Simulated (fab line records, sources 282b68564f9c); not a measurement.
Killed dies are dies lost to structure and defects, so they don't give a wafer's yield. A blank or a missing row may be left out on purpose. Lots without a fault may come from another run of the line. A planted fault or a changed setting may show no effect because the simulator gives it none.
Which tool did it? | flow rit_cmos | 14 lots, 42 wafers sampled, at 1 step of a route of 202

WHAT THE GAUGES READ, wafer by wafer
The record holds no reading of a measuring or inspecting step that can be judged against a usual standard deviation.

WHICH TOOL RAN EACH LOT (tool, then ch and the chambers of the sampled wafers, then the start)
lot  | RIT_FOX1_WET_ETCH_02
L759 | wet_bench-01 ch 1, day 2 05:13
L760 | wet_bench-02 ch 2, day 2 10:01
L761 | wet_bench-03 ch 1, day 2 13:37
L762 | wet_bench-02 ch 1, day 2 19:53
L769 | wet_bench-03 ch 1, day 4 05:45
L771 | wet_bench-02 ch 0, day 4 15:39
L772 | wet_bench-03 ch 2, day 4 20:13
L773 | wet_bench-01 ch 1, day 5 02:59
L774 | wet_bench-02 ch 3, day 5 08:50
L775 | wet_bench-03 ch 2, day 5 13:32
L777 | wet_bench-03 ch 0, day 5 21:16
L778 | wet_bench-02 ch 3, day 6 02:47
L779 | wet_bench-03 ch 1, day 6 08:10
L780 | wet_bench-02 ch 0, day 6 14:37
- RIT_FOX1_WET_ETCH_02: etches SiO2 in BOE, target depth 350 nm, time 390 s.

WHAT THE TOOLS THEMSELVES READ (means of the sampled wafers that have a number; where no wafer has one, the mark that the record gives instead)
RIT_FOX1_WET_ETCH_02. Usual: bath_heat_duty_pct 1.7 %, standard deviation 0.4; run_length_s 418 s, standard deviation 3.8.
lot  | tool         | bath_heat_duty_pct (%) | run_length_s (s) | flag
L759 | wet_bench-01 | -                      | -                | OFF
L760 | wet_bench-02 | -                      | -                | OFF
L761 | wet_bench-03 | 1.4                    | 414              |
L762 | wet_bench-02 | 1.5                    | 415              |
L769 | wet_bench-03 | 2.1                    | 421              |
L771 | wet_bench-02 | 1.6                    | 416              |
L772 | wet_bench-03 | 1.7                    | 415              |
L773 | wet_bench-01 | 2.0                    | 413              |
L774 | wet_bench-02 | 1.8                    | 415              |
L775 | wet_bench-03 | 1.8                    | 415              |
L777 | wet_bench-03 | 1.7                    | 415              |
L778 | wet_bench-02 | 1.5                    | 416              |
L779 | wet_bench-03 | 1.8                    | 422              |
L780 | wet_bench-02 | 2.0                    | 414              |

THE ANSWER, worked out from the rows above alone
Rule: a lot is off if the mean of its wafers that have a number lies more than 3 standard deviations from the usual mean. A lot without any number at a reading at which 4 lots or more have one is off too. The other lots that the step has rows for count as sound. The gauges are gone through in route order, then the tools' own readings, and for those a lot's mean is taken as printed above. The first step at which some lot is off is used, and at that step the reading that is off furthest; a lot without a number counts as furthest.
Off: L759, L760, at RIT_FOX1_WET_ETCH_02 (bath_heat_duty_pct). Without a number there: L759, L760.
A tool fits if, at that step or a process step before it, it ran every lot that is off, and no sound lot after the first of them. None of those tried fits.

WHAT THE SIMULATOR HAD PUT IN
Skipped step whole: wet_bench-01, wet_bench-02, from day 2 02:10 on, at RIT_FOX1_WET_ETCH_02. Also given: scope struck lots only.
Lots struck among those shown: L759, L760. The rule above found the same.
